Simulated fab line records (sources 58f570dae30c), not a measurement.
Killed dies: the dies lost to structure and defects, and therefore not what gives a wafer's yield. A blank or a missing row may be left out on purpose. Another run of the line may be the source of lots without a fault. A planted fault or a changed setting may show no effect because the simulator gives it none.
One fault seen from 2 desks :: flow berkeley cmos170 :: only its own numbers are on each desk; what lay behind them is given at the end

THE TOOL OWNER'S DESK: furnace-03
The tool's own readings at UCB170_M1_ANNEAL_14 (time 1200 s): means of the sampled wafers that have a number, for each lot that ran on this tool. A lot is out of limits, marked OUT, if its mean lies more than 4 standard deviations from the usual mean; the brackets give that distance.
Columns: A = spike tc centre C at UCB170_M1_ANNEAL_14, usual 401.3 C; B = spike tc load C at UCB170_M1_ANNEAL_14, usual 420.5 C; C = spike tc source C at UCB170_M1_ANNEAL_14, usual 417.8 C; D = tube center temp C at UCB170_M1_ANNEAL_14, usual 400 C; E = tube_center_temp_C_max at UCB170_M1_ANNEAL_14, usual 401.04; F = zone power load pct at UCB170_M1_ANNEAL_14, usual 5.88 %; G = zone power source pct at UCB170_M1_ANNEAL_14, usual 5.36 %
lot: L464
first seen here: day 7 11:34
A: 401.0
B: 421.0
C: 417.4
D: 400
E: 401.20
F: 5.91
G: 5.32

lot: L465
first seen here: day 8 07:49
A: 400.7
B: 420.1
C: 419.0
D: 400
E: 400.91
F: 5.92
G: 5.42

lot: L466
first seen here: day 8 09:08
A: 400.0
B: 419.7
C: 418.7
D: 400
E: 401.30
F: 5.82
G: 5.39

lot: L467
first seen here: day 8 15:58
A: 400.4
B: 420.3
C: 417.3
D: 400
E: 400.95
F: 5.96
G: 5.34

lot: L468
first seen here: day 8 18:38
A: 401.9
B: 420.0
C: 418.0
D: 400
E: 400.98
F: 5.93
G: 5.34

lot: L469
first seen here: day 8 19:58
A: 401.3
B: 419.9
C: 417.1
D: 400
E: 401.06
F: 5.88
G: 5.38

lot: L471
first seen here: day 9 13:04
A: 401.6
B: 420.2
C: 418.3
D: 400
E: 401.06
F: 5.91
G: 5.44

lot: L472
first seen here: day 9 14:24
A: 400.9
B: 420.1
C: 418.0
D: 400
E: 400.93
F: 5.86
G: 5.39

lot: L473
first seen here: day 9 14:24
A: 401.8
B: 419.8
C: 417.9
D: 400
E: 401.04
F: 5.86
G: 5.36

lot: L475
first seen here: day 9 21:02
A: 411.4 (+10) OUT
B: 430.7 (+11) OUT
C: 427.2 (+9.4) OUT
D: 410 (+99 or more) OUT
E: 410.88 (+58) OUT
F: 6.17 (+4.8) OUT
G: 5.64 (+4.8) OUT

lot: L474
first seen here: day 9 22:23
A: 410.9 (+9.6) OUT
B: 429.8 (+10) OUT
C: 427.4 (+9.6) OUT
D: 410 (+99 or more) OUT
E: 410.78 (+57) OUT
F: 6.17 (+4.8) OUT
G: 5.59 (+4.0) OUT

lot: L485
first seen here: day 12 14:58
A: 401.0
B: 420.1
C: 418.2
D: 400
E: 401.21
F: 5.85
G: 5.34

lot: L486
first seen here: day 12 16:17
A: 401.7
B: 421.0
C: 417.5
D: 400
E: 400.98
F: 5.81
G: 5.36

lot: L487
first seen here: day 12 23:14
A: 401.3
B: 420.1
C: 417.0
D: 400
E: 401.10
F: 5.89
G: 5.36
This desk's verdict: out of limits on L474, L475, starting with L475 at day 9 21:02 (spike tc centre C at UCB170_M1_ANNEAL_14). In limits: L464, L465, L466, L467, L468, L469, L471, L472, L473, L485, L486, L487.

METROLOGY DESK
Lot by lot, what the gauges showed, no matter which tool ran the lot: averages of those sampled wafers that carry a number. A lot is out of limits, marked OUT, if its mean lies more than 4 standard deviations from the usual mean; the brackets give that distance.
Columns: A = PSD_OVL at UCB170_PSD_OVL_MEAS_07, usual 2 nm; B = V2_POLISHED_THK at UCB170_V2_THK_MEAS_04, usual 1000.0 nm
lot: L464
first seen here: day 6 23:12
A: 10
B: 998.8

lot: L465
first seen here: day 7 20:22
A: -4
B: 1000.7

lot: L466
first seen here: day 7 20:51
A: 9
B: 1000.9

lot: L467
first seen here: day 7 21:02
A: 6
B: 1000.4

lot: L469
first seen here: day 8 04:32
A: 9
B: 1001.0

lot: L468
first seen here: day 8 04:51
A: 1
B: 998.7

lot: L471
first seen here: day 8 23:11
A: 3
B: 999.4

lot: L473
first seen here: day 8 23:18
A: 4
B: 999.4

lot: L472
first seen here: day 8 23:36
A: -1
B: 1000.6

lot: L475
first seen here: day 9 10:22
A: 6
B: 1002.4

lot: L474
first seen here: day 9 10:37
A: 4
B: 999.9

lot: L486
first seen here: day 12 04:40
A: 3
B: 997.9

lot: L485
first seen here: day 12 04:46
A: -4
B: 998.5

lot: L487
first seen here: day 12 10:53
A: 6
B: 999.3
This desk found nothing out of limits on any of the 14 lots.

TAKEN TOGETHER
An alarm could have come from the tool owner's desk at day 9 21:02, on L474, L475.
Metrology desk: nothing out of limits seen.
The metrology desk holds a record of L474, L475, inside its limits.
All the named lots went through UCB170_M1_ANNEAL_14 on furnace-03.

WHAT THE SIMULATOR PUT IN
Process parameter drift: furnace-03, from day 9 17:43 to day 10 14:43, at UCB170_M1_ANNEAL_14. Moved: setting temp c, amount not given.
Struck lots among those shown: L474, L475.
Each desk's first reading out of limits, in hours after the fault started: the tool owner's desk, 3.
